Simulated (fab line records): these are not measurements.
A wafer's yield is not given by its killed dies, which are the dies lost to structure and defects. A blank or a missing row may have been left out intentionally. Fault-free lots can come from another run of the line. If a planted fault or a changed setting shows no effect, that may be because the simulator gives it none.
fab line records	flow rit_cmos	part 1 of 2: steps 1 to 28 of 41
record: lots: 5	wafers: 15	last_day: 7
route steps=202 shown SDANNEAL@155 PSD@157 NSD@158 PLDD@159 NLDD@160 SILICIDE@161 CONTACT@168 M1@184
lots that met no fault: from a run of the same line without faults
start_h: the number of hours between the record's first day and the start of the first shown wafer of the lot	wait_h: time in hours since the lot's previous step	" repeats the value in the row above	L1.1+2: a single row standing in for several wafers	- either no value or no given start	* or withheld: withheld	< > ~ a bound
route shown NAME@n: NAME is a module with steps in the file, n the number in the route of the first one	usual: average and standard deviation across the fault-free wafers	same: alike in all rows	chamber/n: place in a boat	sites: each site's reading	_std_site: the values' standard deviation	_edge_site: the outer-site mean with the inner-site mean subtracted	radius_mm: how far each site lies from the wafer's centre	mask NAME#n: copy n	behind: the most recent tool/chamber to have shaped the wafer	hold: why the lot was held/for how many hours/how that ended	device: whichever transistor did not switch (one of n, p or np)	end of line: at the end of the route, the tests of the same wafers	a step with no rows: only its recipe	killed: the dies lost at the first sort to structure and to defects; this is not the yield of the wafer	map: per-die view of a wafer (x killed, . not killed, _ where there is no die)
set.NAME: the setting the step ran with; set.NAME@STEP: the setting that earlier step ran with	model.NAME: the simulator's own value behind a step, which no gauge read
a table for each step, a row for each wafer; lots at some steps of the route
services: a tool's chamber out of use, with start hour (start_h, from the record's first day; less than 0 if before it), hours out, and reason
== steps ==
step: RIT_SDANNEAL_CLEAN_02
recipe: chemistry: SC2	mix: 3:3:50	time_s: 600	temp_c: 75	dry: n2_spin
lot.wafer	tool	chamber	start_h	wait_h
L086.1+2+3	wet_bench-04	2	123.85	0.0
L091.3+5+6	wet_bench-02	2	139.85	0.0
L090.1+2+5	wet_bench-01	3	141.80	0.0
L093.1+4+5	wet_bench-01	1	150.41	0.0
L095.2+4+5	wet_bench-04	0	156.46	0.0
step: RIT_SDANNEAL_RTA_03
recipe: temp_c: 1050	time_s: 5	idle_temp_c: 600	ramp_up_c_per_s: 342	ramp_down_c_per_s: 171	cool_to_c: 600	ambient: N2
usual: wafer_temp_C_max: 1053.6/1.3
lot.wafer	tool	chamber	start_h	wait_h	wafer_temp_C_max
L086.1	rtp_anneal-01	0	124.20	0.0	1055.1
L086.2	"	0	"	"	1052.8
L086.3	"	0	"	"	1054.3
L091.3	rtp_anneal-01	0	140.06	0.0	1052.1
L091.5	"	0	"	"	1056.3
L091.6	"	0	"	"	1053.2
L090.1	rtp_anneal-01	0	141.97	0.0	1053.1
L090.2	"	0	"	"	1053.3
L090.5	"	0	"	"	1056.5
L093.1	rtp_anneal-01	0	150.58	0.0	1053.1
L093.4	"	0	"	"	1055.2
L093.5	"	0	"	"	1055.8
L095.2	rtp_anneal-01	0	156.64	0.0	1052.7
L095.4	"	0	"	"	1053.4
L095.5	"	0	"	"	1054.9
step: RIT_SDANNEAL_RS_MEAS_04
recipe: thk_meas_gauge: four-point-probe
usual: PSD_RS: 116.15/0.28
lot.wafer	tool	chamber	start_h	wait_h	PSD_RS[ohm/sq]
L086.1	film_metro-04	-	124.26	0.0	116.00
L086.2	"	-	"	"	116.00
L086.3	"	-	"	"	115.54
L091.3	film_metro-01	-	140.14	0.1	116.64
L091.5	"	-	"	"	116.65
L091.6	"	-	"	"	116.75
L090.1	film_metro-01	-	142.03	0.0	116.24
L090.2	"	-	"	"	116.29
L090.5	"	-	"	"	116.27
L093.1	film_metro-01	-	150.64	0.0	116.65
L093.4	"	-	"	"	116.71
L093.5	"	-	"	"	116.40
L095.2	film_metro-01	-	156.71	0.1	116.32
L095.4	"	-	"	"	116.61
L095.5	"	-	"	"	116.15
step: RIT_SDANNEAL_RS_MEAS_05
recipe: thk_meas_gauge: four-point-probe
usual: NSD_RS: 83.5/0.36
lot.wafer	tool	chamber	start_h	wait_h	NSD_RS[ohm/sq]
L086.1	film_metro-04	-	124.38	0.1	83.8
L086.2	"	-	"	"	83.5
L086.3	"	-	"	"	83.6
L091.3	film_metro-01	-	140.26	0.1	83.6
L091.5	"	-	"	"	83.3
L091.6	"	-	"	"	83.5
L090.1	film_metro-01	-	142.15	0.1	84.0
L090.2	"	-	"	"	83.8
L090.5	"	-	"	"	84.1
L093.1	film_metro-01	-	150.76	0.1	84.0
L093.4	"	-	"	"	83.9
L093.5	"	-	"	"	83.7
L095.2	film_metro-01	-	156.83	0.1	83.4
L095.4	"	-	"	"	83.5
L095.5	"	-	"	"	83.6
step: RIT_SDANNEAL_RS_MEAS_06
recipe: thk_meas_gauge: four-point-probe
usual: PLDD_RS: 178.5/0.49
lot.wafer	tool	chamber	start_h	wait_h	PLDD_RS[ohm/sq]
L086.1	film_metro-04	-	124.50	0.1	178.7
L086.2	"	-	"	"	178.6
L086.3	"	-	"	"	178.8
L091.3	film_metro-01	-	140.38	0.1	179.1
L091.5	"	-	"	"	179.0
L091.6	"	-	"	"	179.0
L090.1	film_metro-01	-	142.27	0.1	178.8
L090.2	"	-	"	"	178.4
L090.5	"	-	"	"	179.1
L093.1	film_metro-01	-	150.88	0.1	178.7
L093.4	"	-	"	"	179.0
L093.5	"	-	"	"	178.7
L095.2	film_metro-01	-	156.95	0.1	178.9
L095.4	"	-	"	"	178.1
L095.5	"	-	"	"	178.6
step: RIT_SDANNEAL_RS_MEAS_07
recipe: thk_meas_gauge: four-point-probe
usual: NLDD_RS: 151.4/0.64
lot.wafer	tool	chamber	start_h	wait_h	NLDD_RS[ohm/sq]
L086.1	film_metro-04	-	124.62	0.1	150.6
L086.2	"	-	"	"	150.7
L086.3	"	-	"	"	150.8
L091.3	film_metro-01	-	140.50	0.1	152.5
L091.5	"	-	"	"	152.1
L091.6	"	-	"	"	152.2
L090.1	film_metro-01	-	142.39	0.1	152.0
L090.2	"	-	"	"	152.1
L090.5	"	-	"	"	151.8
L093.1	film_metro-01	-	151.00	0.1	151.6
L093.4	"	-	"	"	151.9
L093.5	"	-	"	"	152.0
L095.2	film_metro-01	-	157.07	0.1	151.7
L095.4	"	-	"	"	151.8
L095.5	"	-	"	"	151.7
step: RIT_SILICIDE_WET_ETCH_00
recipe: chemistry: BOE	target: SiO2	target_depth_nm: 14	time_s: 15	dry: n2_spin	dilution: 10:1	temp_c: 21.5
lot.wafer	tool	chamber	start_h	wait_h
L086.1+2+3	wet_bench-03	3	124.74	0.1
L091.3+5+6	wet_bench-02	3	140.58	0.1
L090.1+2+5	wet_bench-02	1	142.51	0.1
L093.1+4+5	wet_bench-02	0	151.12	0.1
L095.2+4+5	wet_bench-01	2	157.17	0.1
step: RIT_SILICIDE_SPUTTER_01
recipe: material: Ti	target_thk_nm: 30	power_w: 339.5	chamber_pressure_pa: 0.667	gas: Ar	time_s: 240	substrate_temp_c: 25
usual: cathode_dc_power_W: 339.50/0.061	throttle_valve_pct: 30.1/1
lot.wafer	tool	chamber	start_h	wait_h	cathode_dc_power_W	throttle_valve_pct
L086.1	pvd_sputter-01	-	124.75	0.0	339.38	29.8
L086.2	"	-	"	"	339.49	30.5
L086.3	"	-	"	"	339.57	28.3
L091.3	pvd_sputter-02	-	140.59	0.0	339.43	31.6
L091.5	"	-	"	"	339.51	29.6
L091.6	"	-	"	"	339.48	30.8
L090.1	pvd_sputter-02	-	142.52	0.0	339.54	31.1
L090.2	"	-	"	"	339.60	31.2
L090.5	"	-	"	"	339.51	31.5
L093.1	pvd_sputter-01	-	151.13	0.0	339.49	30.3
L093.4	"	-	"	"	339.48	29.7
L093.5	"	-	"	"	339.46	30.5
L095.2	pvd_sputter-01	-	157.18	0.0	339.48	29.3
L095.4	"	-	"	"	339.60	29.5
L095.5	"	-	"	"	339.48	29.7
step: RIT_SILICIDE_RS_MEAS_02
recipe: thk_meas_gauge: four-point-probe	reads: Ti_of_SILICIDE_SPUTTER_01
usual: SILICIDE_TI_RS: 49.7/0.63
lot.wafer	tool	chamber	start_h	wait_h	SILICIDE_TI_RS[ohm/sq]
L086.1	film_metro-03	-	124.90	0.1	49.3
L086.2	"	-	"	"	49.5
L086.3	"	-	"	"	48.8
L091.3	film_metro-03	-	140.78	0.1	49.1
L091.5	"	-	"	"	49.6
L091.6	"	-	"	"	49.4
L090.1	film_metro-02	-	142.67	0.1	48.8
L090.2	"	-	"	"	49.1
L090.5	"	-	"	"	49.7
L093.1	film_metro-03	-	151.28	0.1	50.0
L093.4	"	-	"	"	50.0
L093.5	"	-	"	"	49.8
L095.2	film_metro-02	-	157.35	0.1	49.1
L095.4	"	-	"	"	48.9
L095.5	"	-	"	"	49.0
step: RIT_SILICIDE_THK_MEAS_03
recipe: thk_meas_gauge: xrf	reads: Ti_of_SILICIDE_SPUTTER_01
usual: SILICIDE_TI_THK: 29.2/0.3
lot.wafer	tool	chamber	start_h	wait_h	SILICIDE_TI_THK[nm]
L086.1	film_metro-03	-	125.02	0.1	29.3
L086.2	"	-	"	"	29.2
L086.3	"	-	"	"	29.4
L091.3	film_metro-03	-	140.88	0.1	29.3
L091.5	"	-	"	"	29.1
L091.6	"	-	"	"	29.2
L090.1	film_metro-02	-	142.79	0.1	29.7
L090.2	"	-	"	"	29.5
L090.5	"	-	"	"	29.0
L093.1	film_metro-03	-	151.40	0.1	29.1
L093.4	"	-	"	"	29.1
L093.5	"	-	"	"	29.0
L095.2	film_metro-02	-	157.46	0.1	29.4
L095.4	"	-	"	"	29.5
L095.5	"	-	"	"	29.6
step: RIT_SILICIDE_RTA_04
recipe: temp_c: 650	time_s: 10	idle_temp_c: 25	ramp_up_s: 5	ramp_down_s: 5	cool_to_c: 25	ambient: N2
usual: wafer_temp_C_max: 652.4/0.68
lot.wafer	tool	chamber	start_h	wait_h	wafer_temp_C_max
L086.1	rtp_anneal-02	0	125.08	0.1	652.4
L086.2	"	0	"	"	652.7
L086.3	"	0	"	"	653.4
L091.3	rtp_anneal-01	0	140.94	0.1	652.6
L091.5	"	0	"	"	652.1
L091.6	"	0	"	"	652.8
L090.1	rtp_anneal-01	0	142.85	0.1	652.0
L090.2	"	0	"	"	651.9
L090.5	"	0	"	"	652.2
L093.1	rtp_anneal-02	0	151.46	0.1	652.5
L093.4	"	0	"	"	652.6
L093.5	"	0	"	"	652.3
L095.2	rtp_anneal-02	0	157.52	0.1	653.1
L095.4	"	0	"	"	654.3
L095.5	"	0	"	"	652.7
step: RIT_SILICIDE_WET_ETCH_05
recipe: chemistry: SPM	target: Ti	temp_c: 90	time_s: 120	dry: n2_spin
lot.wafer	tool	chamber	start_h	wait_h
L086.1+2+3	wet_bench-03	2	125.15	0.1
L091.3+5+6	wet_bench-02	0	140.99	0.0
L090.1+2+5	wet_bench-01	1	142.92	0.1
L093.1+4+5	wet_bench-01	1	151.53	0.1
L095.2+4+5	wet_bench-03	0	157.58	0.0
step: RIT_SILICIDE_RTA_06
recipe: temp_c: 750	time_s: 10	idle_temp_c: 25	ramp_up_s: 5	ramp_down_s: 10	cool_to_c: 25	ambient: N2
usual: wafer_temp_C_max: 752.5/0.83
lot.wafer	tool	chamber	start_h	wait_h	wafer_temp_C_max
L086.1	rtp_anneal-01	0	125.19	0.0	752.1
L086.2	"	0	"	"	751.4
L086.3	"	0	"	"	751.1
L091.3	rtp_anneal-01	0	141.06	0.0	751.9
L091.5	"	0	"	"	752.1
L091.6	"	0	"	"	752.2
L090.1	rtp_anneal-01	0	142.96	0.0	752.4
L090.2	"	0	"	"	751.8
L090.5	"	0	"	"	752.4
L093.1	rtp_anneal-01	0	151.57	0.0	751.3
L093.4	"	0	"	"	751.2
L093.5	"	0	"	"	753.1
L095.2	rtp_anneal-01	0	157.64	0.0	751.5
L095.4	"	0	"	"	752.4
L095.5	"	0	"	"	751.3
step: RIT_CONTACT_CVD_00
recipe: material: SiO2	target_thk_nm: 400	precursor: TEOS	temp_c: 390	time_s: 61	rf_w: 400
usual: heater_power_w: 329/45
lot.wafer	tool	chamber	start_h	wait_h	heater_power_w
L086.1	pecvd-01	0	125.26	0.1	264
L086.2	"	1	"	"	388
L086.3	"	2	"	"	343
L091.3	pecvd-02	2	141.10	0.0	318
L091.5	"	1	"	"	361
L091.6	"	2	"	"	344
L090.1	pecvd-03	1	143.03	0.1	312
L090.2	"	0	"	"	254
L090.5	"	1	"	"	327
L093.1	pecvd-02	2	151.64	0.1	361
L093.4	"	0	"	"	296
L093.5	"	2	"	"	377
L095.2	pecvd-01	1	157.69	0.0	356
L095.4	"	1	"	"	377
L095.5	"	0	"	"	251
step: RIT_CONTACT_THK_MEAS_01
recipe: reads: SiO2_of_CONTACT_CVD_00
usual: CONTACT_TEOS_THK: 399/5.2
lot.wafer	tool	chamber	start_h	wait_h	CONTACT_TEOS_THK[nm]
L086.1	film_metro-02	-	125.31	0.0	395
L086.2	"	-	"	"	392
L086.3	"	-	"	"	393
L091.3	film_metro-01	-	141.17	0.0	399
L091.5	"	-	"	"	408
L091.6	"	-	"	"	408
L090.1	film_metro-04	-	143.08	0.0	395
L090.2	"	-	"	"	396
L090.5	"	-	"	"	402
L093.1	film_metro-02	-	151.69	0.0	394
L093.4	"	-	"	"	401
L093.5	"	-	"	"	400
L095.2	film_metro-04	-	157.75	0.0	391
L095.4	"	-	"	"	402
L095.5	"	-	"	"	398
step: RIT_CONTACT_HMDS_02
recipe: prime_time_s: 60	prime_temp_c: 140
lot.wafer	tool	chamber	start_h	wait_h
L086.1+2+3	litho_track-01	0	125.37	0.1
L091.3+5+6	litho_track-03	0	141.27	0.1
L090.1+2+5	litho_track-03	0	143.14	0.1
L093.1+4+5	litho_track-03	0	151.75	0.1
L095.2+4+5	litho_track-04	0	157.95	0.2
step: RIT_CONTACT_COAT_03
recipe: resist: NOVOLAK	spin_rpm: 3250	resist_thk_nm: 1000
lot.wafer	tool	chamber	start_h	wait_h
L086.1+2+3	litho_track-01	0	125.52	0.1
L091.3+5+6	litho_track-03	0	141.42	0.1
L090.1+2+5	litho_track-03	0	143.29	0.1
L093.1+4+5	litho_track-03	0	151.90	0.1
L095.2+4+5	litho_track-04	0	158.10	0.1
step: RIT_CONTACT_SOFTBAKE_04
recipe: resist: NOVOLAK	temp_c: 90	time_s: 60
usual: heater_power_total_W: 34.56/0.051
lot.wafer	tool	chamber	start_h	wait_h	heater_power_total_W
L086.1	litho_track-01	0	125.67	0.1	34.48
L086.2	"	0	"	"	34.63
L086.3	"	0	"	"	34.51
L091.3	litho_track-03	0	141.57	0.1	34.54
L091.5	"	0	"	"	34.55
L091.6	"	0	"	"	34.55
L090.1	litho_track-03	0	143.44	0.1	34.57
L090.2	"	0	"	"	34.62
L090.5	"	0	"	"	34.46
L093.1	litho_track-03	0	152.05	0.1	34.61
L093.4	"	0	"	"	34.50
L093.5	"	0	"	"	34.56
L095.2	litho_track-04	0	158.25	0.1	34.49
L095.4	"	0	"	"	34.54
L095.5	"	0	"	"	34.61
step: RIT_CONTACT_EXPOSE_05
recipe: mask_id: M11	na: 0.6	source_shape: conventional	sigma_outer: 0.5	target_cd_nm: 1000	dose_mj: 250
usual: focus_offset_nm: 0.1/0.6
lot.wafer	tool	chamber	start_h	wait_h	mask	focus_offset_nm
L086.1	iline_stepper-01	0	125.82	0.1	M11#0	0.4
L086.2	"	0	"	"	M11#0	0.3
L086.3	"	0	"	"	M11#0	0.2
L091.3	iline_stepper-02	0	141.71	0.1	M11#0	0.7
L091.5	"	0	"	"	M11#0	0.7
L091.6	"	0	"	"	M11#0	-0.4
L090.1	iline_stepper-02	0	143.59	0.1	M11#0	-0.4
L090.2	"	0	"	"	M11#0	-1.1
L090.5	"	0	"	"	M11#0	-0.7
L093.1	iline_stepper-02	0	152.20	0.1	M11#0	0.8
L093.4	"	0	"	"	M11#0	1.2
L093.5	"	0	"	"	M11#0	1.0
L095.2	iline_stepper-02	0	158.39	0.1	M11#0	0.9
L095.4	"	0	"	"	M11#0	-0.1
L095.5	"	0	"	"	M11#0	0.8
step: RIT_CONTACT_PEB_06
recipe: resist: NOVOLAK	temp_c: withheld	time_s: withheld
lot.wafer	tool	chamber	start_h	wait_h
L086.1+2+3	litho_track-03	0	125.94	0.1
L091.3+5+6	litho_track-04	0	141.97	0.2
L090.1+2+5	litho_track-03	0	143.87	0.3
L093.1+4+5	litho_track-03	0	152.32	0.1
L095.2+4+5	litho_track-04	0	158.51	0.1
step: RIT_CONTACT_DEVELOP_07
recipe: resist: NOVOLAK	develop_time_s: 120	dev_temp_c: 23
lot.wafer	tool	chamber	start_h	wait_h
L086.1+2+3	litho_track-03	0	-	-
L091.3+5+6	litho_track-04	0	-	-
L090.1+2+5	litho_track-03	0	-	-
L093.1+4+5	litho_track-03	0	-	-
L095.2+4+5	litho_track-04	0	-	-
step: RIT_CONTACT_CD_MEAS_08
recipe: target_cd_nm: 1000
usual: cd_nm: 1000.7/2.8
lot.wafer	tool	chamber	start_h	wait_h	cd_nm
L086.1	cd_sem-01	-	126.34	-	1000.2
L086.2	"	-	"	"	998.3
L086.3	"	-	"	"	998.6
L091.3	cd_sem-02	-	142.36	-	998.4
L091.5	"	-	"	"	1000.7
L091.6	"	-	"	"	1000.2
L090.1	cd_sem-01	-	144.27	-	999.0
L090.2	"	-	"	"	999.0
L090.5	"	-	"	"	1000.8
L093.1	cd_sem-01	-	152.72	-	1000.1
L093.4	"	-	"	"	996.5
L093.5	"	-	"	"	996.7
L095.2	cd_sem-02	-	158.91	-	998.2
L095.4	"	-	"	"	1000.0
L095.5	"	-	"	"	1000.1
step: RIT_CONTACT_OVL_MEAS_09
usual: CONTACT_OVL: 0.2/1.4
lot.wafer	tool	chamber	start_h	wait_h	CONTACT_OVL[nm]
L086.1	overlay-02	-	126.46	0.1	-2.6
L086.2	"	-	"	"	-1.7
L086.3	"	-	"	"	-1.2
L091.3	overlay-02	-	142.45	0.1	-0.5
L091.5	"	-	"	"	0.1
L091.6	"	-	"	"	-0.3
L090.1	overlay-01	-	144.39	0.1	1.2
L090.2	"	-	"	"	1.7
L090.5	"	-	"	"	0.8
L093.1	overlay-01	-	152.84	0.1	-0.4
L093.4	"	-	"	"	0.2
L093.5	"	-	"	"	0.8
L095.2	overlay-02	-	159.01	0.1	1.2
L095.4	"	-	"	"	-1.2
L095.5	"	-	"	"	-0.5
step: RIT_CONTACT_HARDBAKE_10
recipe: resist: NOVOLAK	temp_c: 140	time_s: 60
usual: heater_power_total_W: 62.55/0.047
lot.wafer	tool	chamber	start_h	wait_h	heater_power_total_W
L086.1	litho_track-01	0	126.49	0.0	62.57
L086.2	"	0	"	"	62.57
L086.3	"	0	"	"	62.56
L091.3	litho_track-04	0	142.53	0.1	62.60
L091.5	"	0	"	"	62.55
L091.6	"	0	"	"	62.57
L090.1	litho_track-03	0	144.43	0.0	62.51
L090.2	"	0	"	"	62.48
L090.5	"	0	"	"	62.56
L093.1	litho_track-04	0	152.87	0.0	62.56
L093.4	"	0	"	"	62.59
L093.5	"	0	"	"	62.52
L095.2	litho_track-04	0	159.07	0.0	62.46
L095.4	"	0	"	"	62.48
L095.5	"	0	"	"	62.62
step: RIT_CONTACT_ETCH_11
recipe: target_depth_a: 4800	over_etch_frac: 0.2	stop_on: TiSi2	chemistry: CHF3/CF4/Ar	target: SiO2	CHF3_flow_sccm: 50	cf4_flow_sccm: 10	Ar_flow_sccm: 100	O2_flow_sccm: 5	pressure_mtorr: 100	rf_w: 200	time_s: 320
usual: O2_flow_sccm: 5.000/0.014	drypump_motor_current_A: 5.7/0.54	oes_product_au: 0.989/0.018	throttle_valve_pct: 8.86/0.13
lot.wafer	tool	chamber	start_h	wait_h	O2_flow_sccm	drypump_motor_current_A	oes_product_au	rf_hours_counter_h	throttle_valve_pct
L086.1	rie_diel-02	0	126.64	0.1	4.999	5.6	0.987	28	9.01
L086.2	"	1	"	"	4.993	4.9	0.987	104	8.93
L086.3	"	2	"	"	5.030	6.5	0.992	10	8.93
L091.3	rie_diel-02	3	142.63	0.1	5.010	6.4	0.987	57	8.60
L091.5	"	3	"	"	4.985	6.4	0.986	-	8.59
L091.6	"	2	"	"	4.990	6.5	0.993	-	8.93
L090.1	rie_diel-04	3	144.58	0.1	5.016	6.0	0.991	2	8.68
L090.2	"	0	"	"	5.021	4.9	1.026	139	9.00
L090.5	"	2	"	"	5.010	6.1	0.965	-	8.87
L093.1	rie_diel-04	2	153.02	0.1	4.982	6.1	0.969	121	8.86
L093.4	"	1	"	"	4.971	5.3	0.968	-	8.85
L093.5	"	3	"	"	4.957	6.0	0.981	-	8.68
L095.2	rie_diel-02	0	159.19	0.1	5.007	5.6	0.986	28	9.01
L095.4	"	3	"	"	5.013	6.4	0.990	58	8.60
L095.5	"	0	"	"	5.002	5.6	0.997	-	9.00
step: RIT_CONTACT_STRIP_12
recipe: chemistry: O2	time_s: 180	resist: NOVOLAK	platen_temp_c: withheld	power_w: 500	pressure_mtorr: 4000	o2_flow_sccm: 4000
usual: drypump_motor_current_A: 5.69/0.2	rf_refl_power_W: 6.4/1.5
lot.wafer	tool	chamber	start_h	wait_h	drypump_motor_current_A	rf_hours_counter_h	rf_refl_power_W
L086.1	plasma_asher-02	1	126.84	0.1	5.65	34	5.3
L086.2	"	0	"	"	5.60	34	4.1
L086.3	"	1	"	"	5.65	-	5.4
L091.3	plasma_asher-02	1	142.88	0.2	5.64	-	5.3
L091.5	"	0	"	"	5.63	-	4.1
L091.6	"	1	"	"	5.64	-	5.1
L090.1	plasma_asher-01	0	144.77	0.1	5.66	53	6.6
L090.2	"	1	"	"	5.75	53	8.7
L090.5	"	0	"	"	5.63	-	6.8
L093.1	plasma_asher-02	0	153.22	0.1	5.64	37	4.2
L093.4	"	0	"	"	5.63	-	4.2
L093.5	"	1	"	"	5.67	-	5.2
L095.2	plasma_asher-01	1	159.39	0.1	5.84	54	8.4
L095.4	"	1	"	"	5.79	-	8.8
L095.5	"	1	"	"	5.74	-	8.6
step: RIT_CONTACT_CD_MEAS_90
recipe: target_cd_nm: 1000
usual: cd_nm: 1000.8/2.8
lot.wafer	tool	chamber	start_h	wait_h	cd_nm
L086.1	cd_sem-01	-	127.01	0.1	1000.3
L086.2	"	-	"	"	998.7
L086.3	"	-	"	"	998.6
L091.3	cd_sem-02	-	143.03	0.1	998.8
L091.5	"	-	"	"	1001.5
L091.6	"	-	"	"	1000.1
L090.1	cd_sem-02	-	144.95	0.1	998.8
L090.2	"	-	"	"	998.7
L090.5	"	-	"	"	1001.0
L093.1	cd_sem-02	-	153.39	0.1	999.4
L093.4	"	-	"	"	996.3
L093.5	"	-	"	"	997.1
L095.2	cd_sem-01	-	159.58	0.1	998.5
L095.4	"	-	"	"	1000.3
L095.5	"	-	"	"	999.9
step: RIT_CONTACT_CLEAN_13
recipe: chemistry: SC1	mix: 3:3:50	time_s: 600	temp_c: 75
lot.wafer	tool	chamber	start_h	wait_h
L086.1+2+3	wet_bench-03	3	127.13	0.1
L091.3+5+6	wet_bench-03	3	143.11	0.1
L090.1+2+5	wet_bench-03	3	145.07	0.1
L093.1+4+5	wet_bench-04	0	153.51	0.1
L095.2+4+5	wet_bench-03	2	159.68	0.1
